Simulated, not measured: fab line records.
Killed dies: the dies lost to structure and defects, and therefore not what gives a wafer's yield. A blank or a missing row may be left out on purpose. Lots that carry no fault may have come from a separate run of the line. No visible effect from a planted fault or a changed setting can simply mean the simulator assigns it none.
Comparing a struck lot with a sound one | flow rit cmos | 34 out of 202 route steps
Sound: the wafers L637.3, L637.4, L637.6. Wafers L638.2, L638.3, L638.6 were the ones struck. The cause is named last.
Per side, at each step with rows, come the tool, then ch with its chambers, and then its first start. Under that, the readings that differ: sound wafers | struck wafers | difference of the means | sigmas: that difference in standard deviations of wafers without a fault.
alike: same words and numbers on both sides, and readings whose means sit less than 2 such deviations apart. not compared: any withheld reading, any reading some wafer has no value for, any bound like >300 that may hide the same value, and any number with overlapping values for which the record gives no deviation.
Wherever a step has rows on one side only, a row that says differs or no value, or a row with sigmas, the two part there. Numbers that don't overlap but have no deviation are shown without sigmas and don't part them. A reading that every wafer of one side lacks parts them only if that side has two wafers or more.

first, 2 steps without rows for these wafers: RIT_SPACER_CLEAN_02 (cleans in SC2, time 600 s); RIT_SPACER_CVD_03 (deposits Si3N4 from SiH2Cl2/NH3, target thk 250 nm, time 3300 s).
RIT_SPACER_THK_MEAS_04:
  sound: film metro-04 at day 3 16:46; struck: film metro-04 at day 3 21:59
  alike: SPACER_NITRIDE_THK
RIT_SPACER_ETCHBACK_05: etches Si3N4 in SF6/CHF3, stops on SiO2, target depth 250 nm, time 240 s.
  sound on rie diel-03 ch 0,2, day 3 16:48; struck on rie diel-02 ch 0,1,2, day 3 22:02
  alike: chamber pressure mTorr, drypump motor current A, oes product au, throttle valve pct
  not compared: rf hours counter h
then, 6 steps without rows for these wafers: RIT_NSD_HMDS_00 (prime time 60 s); RIT_NSD_COAT_01 (resist thk 1000 nm); RIT_NSD_SOFTBAKE_02 (time 60 s); RIT_NSD_EXPOSE_03 (exposes mask M9, target cd 40700 nm); RIT_NSD_PEB_04; RIT_NSD_DEVELOP_05 (develop time 50 s).
RIT_NSD_OVL_MEAS_06:
  sound: overlay-02 at day 3 17:58; struck: overlay-02 at day 3 23:10
  alike: NSD_OVL
then, 1 step without rows for these wafers: RIT_NSD_HARDBAKE_07 (time 60 s).
RIT_NSD_IMPLANT_08:
  sound on implanter-02 ch 0, day 3 18:12; struck on implanter-02 ch 0, day 3 23:23
  reading                   | sound                | struck               | difference | sigmas
  beam energy keV           | 24.993 24.990 24.985 | 17.501 17.501 17.504 | -7.487     | -99 or more
  model.implant.rp nm (nm)  | 32.82 32.82 32.82    | 25.37 25.37 25.37    | -7.45      |
  model.implant.drp nm (nm) | 14.84 14.84 14.84    | 11.96 11.96 11.96    | -2.88      |
  alike: tilt deg
RIT_NSD_STRIP_09: strips in O2, time 180 s.
  sound on plasma asher-04 ch 0,1, day 3 18:22; struck on plasma asher-03 ch 0,1, day 3 23:30
  alike: chamber pressure mTorr, drypump motor current A
  not compared: rf hours counter h
RIT_NSD_TW_MEAS_10:
  sound: film metro-01 at day 3 18:29; struck: film metro-02 at day 3 23:41
  reading | sound          | struck         | difference | sigmas
  NSD_TW  | 3134 3116 3136 | 2861 2855 2846 | -275       | -11
then, 6 steps without rows for these wafers: RIT_PSD_HMDS_00 (prime time 60 s); RIT_PSD_COAT_01 (resist thk 1000 nm); RIT_PSD_SOFTBAKE_02 (time 60 s); RIT_PSD_EXPOSE_03 (exposes mask M10, target cd 40900 nm); RIT_PSD_PEB_04; RIT_PSD_DEVELOP_05 (develop time 50 s).
RIT_PSD_OVL_MEAS_06:
  sound: overlay-02 at day 3 19:37; struck: overlay-01 at day 4 00:35
  alike: PSD_OVL
then, 2 steps without rows for these wafers: RIT_PSD_HARDBAKE_07 (time 60 s); RIT_PSD_IMPLANT_08.
RIT_PSD_STRIP_09: strips in O2, time 180 s.
  sound on plasma asher-01 ch 0,1, day 3 19:59; struck on plasma asher-04 ch 0,1, day 4 01:11
  alike: chamber pressure mTorr, drypump motor current A
  not compared: rf hours counter h
RIT_PSD_TW_MEAS_10:
  sound: film metro-04 at day 3 20:08; struck: film metro-02 at day 4 01:23
  reading | sound          | struck         | difference | sigmas
  PSD_TW  | 3400 3392 3393 | 3444 3466 3448 | +58        | +2
then, 3 steps without rows for these wafers: RIT_SDANNEAL_CLEAN_00 (cleans in SC1, time 600 s); RIT_SDANNEAL_CLEAN_01 (cleans in dHF, time 30 s); RIT_SDANNEAL_CLEAN_02 (cleans in SC2, time 600 s).
RIT_SDANNEAL_RTA_03: time 5 s.
  sound on rtp anneal-02 ch 0, day 3 20:34; struck on rtp anneal-01 ch 0, day 4 01:48
  alike: ramp down c per s, wafer_temp_C_max
RIT_SDANNEAL_RS_MEAS_04: the measuring method here is four-point-probe.
  sound: film metro-04 at day 3 20:41; struck: film metro-01 at day 4 01:52
  reading         | sound                | struck               | difference | sigmas
  PSD_RS (ohm/sq) | 115.58 115.33 115.09 | 116.17 116.06 115.78 | +0.67      | +2
RIT_SDANNEAL_RS_MEAS_05: the measuring method here is four-point-probe.
  sound: film metro-04 at day 3 20:49; struck: film metro-01 at day 4 01:59
  reading         | sound          | struck         | difference | sigmas
  NSD_RS (ohm/sq) | 84.8 84.7 84.7 | 87.3 87.8 87.7 | +2.9       | +9
RIT_SDANNEAL_RS_MEAS_06: the measuring method here is four-point-probe.
  sound: film metro-04 at day 3 20:56; struck: film metro-01 at day 4 02:07
  reading          | sound             | struck            | difference | sigmas
  PLDD_RS (ohm/sq) | 178.2 178.1 178.5 | 179.5 179.1 178.9 | +0.9       | +2
RIT_M1_PROBE_99:
  sound: prober-02 at day 4 04:07; struck: prober-01 at day 4 09:42
  reading                                    | sound                | struck               | difference | sigmas
  model.etest.contact nplus.end ohm um       | 41.4 40.8 41.53      | 54.04 54.44 53.47    | +12.74     |
  model.etest.nmos_0p15.junction log10 a um  | -13.67 -13.55 -13.61 | -12.94 -13.05 -12.93 | +0.64      |
  model.etest.nmos narrow.off log10 a um     | -13.3 -13.37 -13.03  | -12.92 -12.71 -12.8  | +0.42      |
  model.etest.gate end array.leak log10 a um | -12.9 -12.85 -12.78  | -12.66 -12.56 -12.7  | +0.20      |
  model.etest.nmos_0p3.off log10 a um        | -13.08 -13.07 -13.1  | -12.81 -12.77 -12.94 | +0.24      |
  model.etest.diode nplus comb.cj ff um2     | 2.644 2.647 2.637    | 2.558 2.545 2.566    | -0.086     |
  alike: killed at contacts, killed at front end, killed dies, killed open, killed short
  not compared: model.etest.nmos_0p3.r on ohm um, model.etest.nmos_0p15.r on ohm um

## WHERE THEY PART
Earliest at RIT_NSD_IMPLANT_08; latest, in this record, at RIT_SDANNEAL_RS_MEAS_06. Later steps at which nothing parts them and some readings are alike: RIT_M1_PROBE_99.

WHY: what had been put in by the simulator
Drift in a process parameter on implanter-02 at RIT_NSD_IMPLANT_08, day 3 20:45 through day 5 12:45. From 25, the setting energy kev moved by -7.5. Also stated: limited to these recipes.
